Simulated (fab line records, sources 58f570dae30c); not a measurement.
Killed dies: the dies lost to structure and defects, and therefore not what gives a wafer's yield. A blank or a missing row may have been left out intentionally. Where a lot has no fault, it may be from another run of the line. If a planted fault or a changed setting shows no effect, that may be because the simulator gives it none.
Which tool was responsible? -- flow berkeley-cmos170 -- 14 lots with 42 wafers sampled at 5 steps, on a route of 331 steps

WHAT THE GAUGES SHOWED, per wafer
UCB170_M1_CD_MEAS_09: target cd 700 nm.
lot,measured,on,cd-nm (nm)
L816,day 6 23:07,cd-sem-01,699.7 699.6 699.8
L817,day 7 01:34,cd-sem-02,699.9 699.8 699.0
L815,day 7 01:51,cd-sem-02,699.1 699.1 698.5
L814,day 7 02:14,cd-sem-01,704.0 703.1 701.6
L820,day 7 18:50,cd-sem-02,700.7 700.3 699.5
L819,day 7 21:39,cd-sem-01,699.4 699.3 701.5
L822,day 8 03:28,cd-sem-02,698.5 698.0 698.8
L821,day 8 04:01,cd-sem-01,699.6 698.8 698.4
L823,day 8 20:05,cd-sem-02,697.6 697.2 696.8
L825,day 8 20:24,cd-sem-01,702.0 698.3 700.1
L824,day 8 20:39,cd-sem-01,700.2 699.4 699.6
L828,day 10 00:08,cd-sem-01,698.5 698.9 700.0
L830,day 10 11:08,cd-sem-01,700.2 701.7 700.4
L836,day 11 11:02,cd-sem-02,697.3 696.9 697.2

UCB170_M1_CD_MEAS_90: target cd 700 nm.
lot,measured,on,cd-nm (nm)
L816,day 6 23:34,cd-sem-02,702.7 701.6 702.6
L817,day 7 02:01,cd-sem-01,698.4 699.6 698.2
L815,day 7 02:30,cd-sem-01,700.7 700.6 699.5
L814,day 7 02:40,cd-sem-02,707.4 704.2 705.6
L820,day 7 19:16,cd-sem-02,698.7 698.6 698.4
L819,day 7 22:05,cd-sem-02,699.6 699.0 700.4
L822,day 8 03:55,cd-sem-02,696.3 698.3 701.7
L821,day 8 04:26,cd-sem-01,702.5 701.0 699.7
L823,day 8 20:39,cd-sem-02,698.2 698.8 698.2
L825,day 8 20:50,cd-sem-02,703.4 700.7 699.9
L824,day 8 21:05,cd-sem-01,696.9 698.6 697.7
L828,day 10 00:34,cd-sem-01,688.6 690.9 687.8
L830,day 10 11:37,cd-sem-01,692.1 692.4 690.4
L836,day 11 11:28,cd-sem-02,699.6 698.2 699.3

UCB170_V1_THK_MEAS_04.
lot,measured,on,V1_POLISHED_THK (nm)
L816,day 7 03:34,film-metro-02,998.0 1000.2 997.8
L817,day 7 06:34,film-metro-01,1000.3 999.4 999.4
L815,day 7 06:36,film-metro-02,1000.9 998.7 999.2
L814,day 7 06:53,film-metro-02,1000.9 1000.6 1001.3
L820,day 8 02:07,film-metro-04,1000.1 1000.1 998.9
L819,day 8 02:25,film-metro-04,999.4 998.9 1000.6
L822,day 8 11:22,film-metro-02,999.3 999.2 999.4
L821,day 8 11:22,film-metro-01,998.6 999.3 998.7
L823,day 9 01:44,film-metro-04,999.8 999.3 998.8
L825,day 9 02:02,film-metro-01,1002.2 999.0 998.4
L824,day 9 02:19,film-metro-04,1000.0 1000.1 999.6
L828,day 10 05:24,film-metro-04,998.7 999.4 999.5
L830,day 10 17:07,film-metro-02,999.1 998.9 998.8
L836,day 11 14:09,film-metro-01,998.9 999.0 1001.0

WHAT TOOL EACH LOT RAN ON (gives the tool, then ch and the chambers of the sampled wafers, and finally the start)
lot,UCB170_M1_METAL_ETCH_12,UCB170_M1_STRIP_13
L816,"rie-metal-03 ch 0,1, day 6 23:19","plasma-asher-01 ch 0,1, day 6 23:28"
L817,"rie-metal-04 ch 0,1, day 7 01:46","plasma-asher-02 ch 0,1, day 7 01:55"
L815,"rie-metal-02 ch 0, day 7 02:03","plasma-asher-02 ch 0,1, day 7 02:24"
L814,"rie-metal-03 ch 0,1, day 7 02:25","plasma-asher-04 ch 0,1, day 7 02:32"
L820,"rie-metal-04 ch 0,1, day 7 19:02","plasma-asher-02 ch 0,1, day 7 19:10"
L819,"rie-metal-04 ch 0,1, day 7 21:52","plasma-asher-01 ch 0,1, day 7 21:59"
L822,"rie-metal-02 ch 0,1, day 8 03:39","plasma-asher-01 ch 0,1, day 8 03:47"
L821,"rie-metal-03 ch 0,1, day 8 04:11","plasma-asher-04 ch 0,1, day 8 04:19"
L823,"rie-metal-03 ch 0, day 8 20:20","plasma-asher-02 ch 0,1, day 8 20:33"
L825,"rie-metal-02 ch 0,1, day 8 20:35","plasma-asher-01 ch 0,1, day 8 20:43"
L824,"rie-metal-04 ch 0,1, day 8 20:51","plasma-asher-02 ch 0,1, day 8 20:59"
L828,"rie-metal-02 ch 0,1, day 10 00:20","plasma-asher-04 ch 0,1, day 10 00:28"
L830,"rie-metal-02 ch 0,1, day 10 11:19","plasma-asher-02 ch 0,1, day 10 11:30"
L836,"rie-metal-03 ch 0,1, day 11 11:14","plasma-asher-04 ch 0,1, day 11 11:22"
- UCB170_M1_METAL_ETCH_12: etches Al in Cl2/BCl3, stops on PSG, target depth 780 nm, time 130 s.
- UCB170_M1_STRIP_13: strips in O2.

AS READ BY THE TOOLS THEMSELVES (means over the sampled wafers that have a number; for cases with no such wafer, the mark the record gives instead)
UCB170_M1_METAL_ETCH_12.
lot,tool,drypump-motor-current-A (A),oes-product-au (a.u.),throttle-valve-pct (%)
L816,rie-metal-03,5.7,0.843,24.50
L817,rie-metal-04,5.9,0.877,24.13
L815,rie-metal-02,5.7,0.851,24.87
L814,rie-metal-03,5.7,0.848,24.50
L820,rie-metal-04,6.0,0.881,24.14
L819,rie-metal-04,5.9,0.875,24.14
L822,rie-metal-02,6.2,0.864,24.60
L821,rie-metal-03,5.6,0.837,24.50
L823,rie-metal-03,5.9,0.829,24.56
L825,rie-metal-02,6.2,0.864,24.61
L824,rie-metal-04,5.8,0.874,24.29
L828,rie-metal-02,6.1,0.868,24.61
L830,rie-metal-02,6.2,0.855,24.61
L836,rie-metal-03,5.4,0.835,24.46

UCB170_M1_STRIP_13.
lot,tool,drypump-motor-current-A (A),oes-product-au (a.u.)
L816,plasma-asher-01,5.1,0.725
L817,plasma-asher-02,6.4,0.725
L815,plasma-asher-02,6.4,0.721
L814,plasma-asher-04,5.5,0.722
L820,plasma-asher-02,6.4,0.722
L819,plasma-asher-01,5.1,0.721
L822,plasma-asher-01,5.1,0.719
L821,plasma-asher-04,5.5,0.719
L823,plasma-asher-02,6.0,0.722
L825,plasma-asher-01,5.1,0.724
L824,plasma-asher-02,6.0,0.721
L828,plasma-asher-04,5.5,0.605
L830,plasma-asher-02,6.4,0.598
L836,plasma-asher-04,5.5,0.725

THE ANSWER, worked out from the rows above alone
Rule: usual is defined by the lots themselves. The widest of any qualifying gaps counts: lots, ordered by their means at a reading, are off when they make up no more than a third of the lots, leave a main group of 4 or more, and stand apart from it by 3 or more times the standard deviation of that group's means. The tables above print the reading to a certain number of digits; a main group whose means all agree to those digits is not used. Also off: a lot with no number at a reading for which 4 or more lots have one. Where the step has rows for the other lots, those lots are counted as sound. The gauges are gone through in route order, then the tools' own readings, and for those a lot's mean is taken as printed above. The first step at which some lot is off is used, and at that step the reading that is off furthest; a lot without a number counts as furthest.
Off: L828, L830, at UCB170_M1_STRIP_13 (oes-product-au). Main group: mean 0.722 a.u., sd 0.0021.
A tool fits if, at that step or a process step before it, it ran every lot that is off, and no sound lot after the first of them. One fits: UCB170_M1_METAL_ETCH_12 on rie-metal-02. Its last sound lot is L825 (day 8 20:35), its first lot that is off L828 (day 10 00:20): a fault that began between those two fits.

WHAT HAD BEEN PUT IN BY THE SIMULATOR
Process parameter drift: rie-metal-02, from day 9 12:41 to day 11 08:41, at UCB170_M1_METAL_ETCH_12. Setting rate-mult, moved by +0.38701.
Lots struck among those shown: L828, L830. Same finding as the rule above.
